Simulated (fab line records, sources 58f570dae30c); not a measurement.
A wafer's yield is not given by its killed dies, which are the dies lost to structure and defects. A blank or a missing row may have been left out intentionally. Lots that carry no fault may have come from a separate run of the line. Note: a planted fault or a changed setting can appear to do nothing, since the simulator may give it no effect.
Matching of chambers	flow berkeley-cmos170	4 sister chambers for UCB170_V2_CMP_02 on cmp-01
The step polishes SiO2. 14 wafers are shown with their chamber, then 7 later ones without.

WAFERS PAIRED WITH THEIR CHAMBERS
wafer	chamber	motor-current-A (A)
L800.2	3	17.1
L800.4	1	18.8
L800.6	0	14.5
L809.2	0	14.0
L809.4	3	17.6
L809.5	0	13.8
L815.1	3	17.3
L815.3	2	19.4
L815.5	2	18.4
L810.2	0	14.5
L810.3	2	20.1
L810.4	1	17.1
L816.1	2	19.0
L816.4	1	18.1

SIGNATURES, as means of the wafers listed above
reading	chamber 0	chamber 1	chamber 2	chamber 3	scatter within a chamber
motor-current-A	14.200	18.000	19.225	17.333	0.591
Rule: for a wafer and a chamber, the distance is found by dividing, reading by reading, the gap between the wafer's reading and the chamber's mean by the reading's scatter, squaring, summing and taking the root. The wafer belongs to the nearest chamber; if the next one is less than 2 further off, it can't be placed. How the scatter is found: for the shown wafers, subtract from each reading the mean of its chamber, square and add these, divide the total by (wafers less chambers), then take the root.

WAFERS WHOSE CHAMBER IS MISSING
wafer	motor-current-A (A)
L816.5	18.5
L819.1	18.3
L819.2	14.4
L819.4	18.6
L821.1	14.2
L821.4	19.7
L821.5	14.8

WHICH CHAMBER EACH ONE RAN IN
wafer	from the rows above	in truth
L816.5	can't be placed: 1 or 2 or 3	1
L819.1	can't be placed: 1 or 2 or 3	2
L819.2	0	0
L819.4	can't be placed: 1 or 2 or 3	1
L821.1	0	0
L821.4	2	2
L821.5	0	0
Correct placement for 4 of the 7. Not placeable from these rows: 3 (in 3, the candidates include the true chamber). Placed wrongly: 0.
